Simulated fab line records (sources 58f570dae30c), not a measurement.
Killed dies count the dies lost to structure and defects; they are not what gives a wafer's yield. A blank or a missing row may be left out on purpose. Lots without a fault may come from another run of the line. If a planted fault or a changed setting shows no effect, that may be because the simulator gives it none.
fab line records -- flow berkeleyCmos170 -- part 2 of 2: steps 30 to 40 of 40
[record] lots = 5, wafers = 15, lastDay = 12
route steps=331 shown NWELL@22 PWELL@34 WELLDRIVE@55 ACTIVE@60
lots that met no fault: from a run of the same line without faults
startH: hours from the record's first day to the start of the lot's first wafer shown -- waitH: hours from the lot's prior step to this one -- " identical to the entry in the row above -- L1.1+2: one row covering several wafers at once -- - no value, or no start given -- * or withheld: withheld -- < > ~ a bound
route shown NAME@n: names a module that has steps shown in the file, with the first one's number in the route -- usual: the fault-free wafers' mean and standard deviation -- same: alike in all rows -- chamber/n: place in a boat -- sites: readings site by site -- _std_site: their standard deviation -- _edge_site: outer sites' mean less inner sites' -- radiusMm: for every site, how far away it sits from the centre of the wafer -- mask NAME#n: copy n -- behind: the tool/chamber that last shaped the wafer -- hold: reason for holding the lot/hours on hold/outcome of the hold -- device: which transistor (n, p or np) failed to switch -- end of line: tests run on the same wafers once the route is complete -- a step given without rows: its recipe and nothing more -- killed: at the first sort, the dies lost to defects and structure; wafer yield is something else -- map: dies across one wafer; x = killed, . = not, _ = none there
set.NAME: setting as actually run; set.NAME@STEP: the setting as run at that earlier step -- model.NAME: the simulator's own value behind a step, which no gauge read
a table for each step, a row for each wafer; lots at some steps of the route
services: a tool's chamber out of use, with start hour (startH, from the record's first day; less than 0 if before it), hours out, and reason
[[steps]]
[step UCB170_PWELL_TW_MEAS_17]
[usual] PWELL_TW = 382.9/2.8
lot.wafer,tool,chamber,startH,waitH,PWELL_TW
L076.2,filmMetro-01,-,73.32,0.1,384.1
L076.3,filmMetro-01,-,73.32,0.1,385.9
L076.4,filmMetro-01,-,73.32,0.1,384.0
L079.1,filmMetro-01,-,81.65,0.1,386.0
L079.2,filmMetro-01,-,81.65,0.1,384.7
L079.3,filmMetro-01,-,81.65,0.1,385.1
L082.2,filmMetro-02,-,96.47,0.1,381.7
L082.4,filmMetro-02,-,96.47,0.1,382.9
L082.5,filmMetro-02,-,96.47,0.1,381.7
L087.1,filmMetro-01,-,116.96,0.1,384.9
L087.4,filmMetro-01,-,116.96,0.1,386.3
L087.5,filmMetro-01,-,116.96,0.1,384.6
L092.2,filmMetro-01,-,153.88,0.1,382.4
L092.3,filmMetro-01,-,153.88,0.1,381.2
L092.6,filmMetro-01,-,153.88,0.1,384.7
[step UCB170_PWELL_CLEAN_18]
[recipe] chemistry = SPM, tempC = 120, timeS = 600
[usual] bathHeatDutyPct = 14.1/1
lot.wafer,tool,chamber,startH,waitH,bathHeatDutyPct
L076.2,wetBench-03,1,73.37,0.0,13.6
L076.3,wetBench-03,1,73.37,0.0,15.2
L076.4,wetBench-03,1,73.37,0.0,16.0
L079.1,wetBench-03,0,82.01,0.4,13.6
L079.2,wetBench-03,0,82.01,0.4,14.8
L079.3,wetBench-03,0,82.01,0.4,13.5
L082.2,wetBench-02,0,96.52,0.0,15.1
L082.4,wetBench-02,0,96.52,0.0,13.5
L082.5,wetBench-02,0,96.52,0.0,13.4
L087.1,wetBench-03,1,120.75,3.8,15.7
L087.4,wetBench-03,1,120.75,3.8,15.4
L087.5,wetBench-03,1,120.75,3.8,14.5
L092.2,wetBench-02,2,154.09,0.2,14.2
L092.3,wetBench-02,2,154.09,0.2,14.1
L092.6,wetBench-02,2,154.09,0.2,15.0
[step UCB170_PWELL_WET_ETCH_19]
[recipe] chemistry = H3PO4, target = Si3N4, tempC = 160, timeS = 14400
[usual] bathHeatDutyPct = 27.7/2
lot.wafer,tool,chamber,startH,waitH,bathHeatDutyPct
L076.2,wetBench-04,0,73.55,0.0,30.3
L076.3,wetBench-04,0,73.55,0.0,29.3
L076.4,wetBench-04,0,73.55,0.0,29.6
L079.1,wetBench-03,0,82.54,0.3,30.4
L079.2,wetBench-03,0,82.54,0.3,29.6
L079.3,wetBench-03,0,82.54,0.3,28.4
L082.2,wetBench-02,0,96.69,0.0,27.3
L082.4,wetBench-02,0,96.69,0.0,27.2
L082.5,wetBench-02,0,96.69,0.0,27.5
L087.1,wetBench-03,0,121.16,0.2,28.0
L087.4,wetBench-03,0,121.16,0.2,29.0
L087.5,wetBench-03,0,121.16,0.2,29.4
L092.2,wetBench-02,0,154.48,0.0,29.4
L092.3,wetBench-02,0,154.48,0.0,28.3
L092.6,wetBench-02,0,154.48,0.0,26.4
[step UCB170_PWELL_WET_ETCH_20]
[recipe] chemistry = BOE, dilution = 5:1, target = SiO2, tempC = 25, timeS = 22
[usual] bathHeatDutyPct = 6.5/0.66
lot.wafer,tool,chamber,startH,waitH,bathHeatDutyPct
L076.2,wetBench-03,2,77.55,0.0,7.0
L076.3,wetBench-03,2,77.55,0.0,7.0
L076.4,wetBench-03,2,77.55,0.0,7.4
L079.1,wetBench-03,0,86.57,0.0,6.3
L079.2,wetBench-03,0,86.57,0.0,6.6
L079.3,wetBench-03,0,86.57,0.0,7.0
L082.2,wetBench-02,1,100.76,0.1,7.1
L082.4,wetBench-02,1,100.76,0.1,5.6
L082.5,wetBench-02,1,100.76,0.1,6.2
L087.1,wetBench-02,0,125.17,0.0,5.9
L087.4,wetBench-02,0,125.17,0.0,7.1
L087.5,wetBench-02,0,125.17,0.0,7.1
L092.2,wetBench-03,3,163.22,0.0,7.4
L092.3,wetBench-03,3,163.22,0.0,6.8
L092.6,wetBench-03,3,163.22,0.0,6.2
[step UCB170_WELLDRIVE_CLEAN_00]
[recipe] chemistry = SPM, tempC = 120, timeS = 600
[usual] bathHeatDutyPct = 13.5/1.3
lot.wafer,tool,chamber,startH,waitH,bathHeatDutyPct
L076.2,wetBench-02,1,77.57,0.0,13.4
L076.3,wetBench-02,1,77.57,0.0,13.6
L076.4,wetBench-02,1,77.57,0.0,13.1
L079.1,wetBench-03,3,86.58,0.0,14.6
L079.2,wetBench-03,3,86.58,0.0,13.7
L079.3,wetBench-03,3,86.58,0.0,14.1
L082.2,wetBench-03,3,101.02,0.2,15.7
L082.4,wetBench-03,3,101.02,0.2,14.9
L082.5,wetBench-03,3,101.02,0.2,13.8
L087.1,wetBench-03,3,125.19,0.0,14.6
L087.4,wetBench-03,3,125.19,0.0,14.5
L087.5,wetBench-03,3,125.19,0.0,14.1
L092.2,wetBench-04,2,163.24,0.0,11.1
L092.3,wetBench-04,2,163.24,0.0,11.5
L092.6,wetBench-04,2,163.24,0.0,12.0
[step UCB170_WELLDRIVE_OXIDATION_01]
[recipe] tempC = 1100, ambient = O2, targetThkA = 1990, oxTimeS = 9000
[usual] zonePowerCentrePct = 52.9/2.1
lot.wafer,tool,chamber,startH,waitH,zonePowerCentrePct
L076.2,furnace-02,0,81.87,4.1,50.5
L076.3,furnace-02,0,81.87,4.1,50.1
L076.4,furnace-02,0,81.87,4.1,50.3
L079.1,furnace-01,0,90.36,3.6,54.6
L079.2,furnace-01,0,90.36,3.6,54.4
L079.3,furnace-01,0,90.36,3.6,54.6
L082.2,furnace-04,0,104.88,3.7,54.0
L082.4,furnace-04,0,104.88,3.7,54.3
L082.5,furnace-04,0,104.88,3.7,54.0
L087.1,furnace-04,0,134.14,8.8,53.3
L087.4,furnace-04,0,134.14,8.8,54.4
L087.5,furnace-04,0,134.14,8.8,54.2
L092.2,furnace-04,0,167.48,4.1,54.0
L092.3,furnace-04,0,167.48,4.1,53.2
L092.6,furnace-04,0,167.48,4.1,53.8
[step UCB170_WELLDRIVE_THK_MEAS_02]
[recipe] reads = SiO2_of_WELLDRIVE_OXIDATION_01
[usual] WELLDRIVE_OXIDE_THK = 201/4.2
lot.wafer,tool,chamber,startH,waitH,WELLDRIVE_OXIDE_THK[nm]
L076.2,filmMetro-02,-,85.38,0.0,194
L076.3,filmMetro-02,-,85.38,0.0,193
L076.4,filmMetro-02,-,85.38,0.0,195
L079.1,filmMetro-03,-,93.89,0.0,203
L079.2,filmMetro-03,-,93.89,0.0,203
L079.3,filmMetro-03,-,93.89,0.0,202
L082.2,filmMetro-02,-,108.39,0.0,201
L082.4,filmMetro-02,-,108.39,0.0,202
L082.5,filmMetro-02,-,108.39,0.0,201
L087.1,filmMetro-03,-,137.64,0.0,204
L087.4,filmMetro-03,-,137.64,0.0,208
L087.5,filmMetro-03,-,137.64,0.0,206
L092.2,filmMetro-01,-,170.99,0.0,202
L092.3,filmMetro-01,-,170.99,0.0,200
L092.6,filmMetro-01,-,170.99,0.0,203
[step UCB170_WELLDRIVE_ANNEAL_03]
[recipe] tempC = 1100, timeS = 900, ambient = N2
[usual] zonePowerCentrePct = 53.9/1.6
lot.wafer,tool,chamber,startH,waitH,zonePowerCentrePct
L076.2,furnace-04,0,89.01,3.6,53.1
L076.3,furnace-04,0,89.01,3.6,54.1
L076.4,furnace-04,0,89.01,3.6,54.6
L079.1,furnace-02,0,97.07,3.2,50.6
L079.2,furnace-02,0,97.07,3.2,50.4
L079.3,furnace-02,0,97.07,3.2,50.8
L082.2,furnace-04,0,112.21,3.8,53.3
L082.4,furnace-04,0,112.21,3.8,53.7
L082.5,furnace-04,0,112.21,3.8,54.6
L087.1,furnace-01,0,141.53,3.9,54.9
L087.4,furnace-01,0,141.53,3.9,54.8
L087.5,furnace-01,0,141.53,3.9,54.7
L092.2,furnace-01,0,174.76,3.8,54.6
L092.3,furnace-01,0,174.76,3.8,55.2
L092.6,furnace-01,0,174.76,3.8,54.3
[step UCB170_WELLDRIVE_WET_ETCH_04]
[recipe] chemistry = BOE, dilution = 5:1, target = SiO2, tempC = 25, timeS = 120
[usual] bathHeatDutyPct = 6.6/0.71
lot.wafer,tool,chamber,startH,waitH,bathHeatDutyPct
L076.2,wetBench-04,0,90.36,0.1,7.2
L076.3,wetBench-04,0,90.36,0.1,6.7
L076.4,wetBench-04,0,90.36,0.1,7.4
L079.1,wetBench-03,1,100.63,2.3,6.3
L079.2,wetBench-03,1,100.63,2.3,6.5
L079.3,wetBench-03,1,100.63,2.3,7.2
L082.2,wetBench-04,2,113.46,0.0,4.8
L082.4,wetBench-04,2,113.46,0.0,5.8
L082.5,wetBench-04,2,113.46,0.0,5.2
L087.1,wetBench-02,1,142.78,0.0,6.6
L087.4,wetBench-02,1,142.78,0.0,6.4
L087.5,wetBench-02,1,142.78,0.0,6.4
L092.2,wetBench-03,0,176.01,0.0,7.6
L092.3,wetBench-03,0,176.01,0.0,6.5
L092.6,wetBench-03,0,176.01,0.0,6.9
[step UCB170_ACTIVE_CLEAN_00]
[recipe] chemistry = SPM, tempC = 120, timeS = 600
[usual] bathHeatDutyPct = 13.5/1.3
lot.wafer,tool,chamber,startH,waitH,bathHeatDutyPct
L076.2,wetBench-04,2,90.40,0.0,11.7
L076.3,wetBench-04,2,90.40,0.0,11.6
L076.4,wetBench-04,2,90.40,0.0,12.8
L079.1,wetBench-03,3,100.85,0.2,13.1
L079.2,wetBench-03,3,100.85,0.2,15.4
L079.3,wetBench-03,3,100.85,0.2,13.5
L082.2,wetBench-03,0,113.51,0.0,15.3
L082.4,wetBench-03,0,113.51,0.0,14.3
L082.5,wetBench-03,0,113.51,0.0,15.4
L087.1,wetBench-04,1,142.82,0.0,12.1
L087.4,wetBench-04,1,142.82,0.0,11.8
L087.5,wetBench-04,1,142.82,0.0,12.4
L092.2,wetBench-03,1,176.05,0.0,16.2
L092.3,wetBench-03,1,176.05,0.0,15.6
L092.6,wetBench-03,1,176.05,0.0,15.1
[step UCB170_ACTIVE_CLEAN_01]
[recipe] chemistry = dHF, dilution = 25:1, timeS = 60
lot.wafer,tool,chamber,startH,waitH
L076.2+3+4,wetBench-02,1,90.61,0.0
L079.1+2+3,wetBench-03,1,101.20,0.2
L082.2+4+5,wetBench-04,0,113.72,0.0
L087.1+4+5,wetBench-02,2,143.00,0.0
L092.2+3+6,wetBench-03,0,176.40,0.2
[[services]]
tool,chamber,startH,hours,kind
furnace-01,-,33.12,4.3,pm
krfScanner-01,-,33.66,0.8,pm
krfScanner-02,-,35.61,1.3,pm
implanter-04,-,36.20,1.0,repair
plasmaAsher-01,-,37.97,1.4,repair
wetBench-02,-,53.14,1.7,repair
rieDiel-03,-,60.60,1.1,repair
implanter-03,-,63.77,3.0,pm
furnace-01,-,65.62,2.8,pm
rieDiel-02,2,75.14,13.7,repair
implanter-02,-,82.02,2.6,repair
implanter-04,-,83.00,2.6,pm
krfScanner-02,-,87.86,0.8,pm
krfScanner-02,-,89.31,1.7,repair
krfScanner-01,-,96.98,1.0,pm
plasmaAsher-01,-,108.75,9.0,pm
plasmaAsher-01,-,115.96,5.0,repair
rieDiel-01,1,116.66,6.4,repair
plasmaAsher-02,-,117.05,8.3,repair
furnace-04,-,125.00,3.5,pm
krfScanner-01,-,125.54,3.6,pm
rieDiel-01,0,134.74,3.9,repair
krfScanner-01,-,150.34,0.4,repair
krfScanner-02,-,175.49,1.0,pm
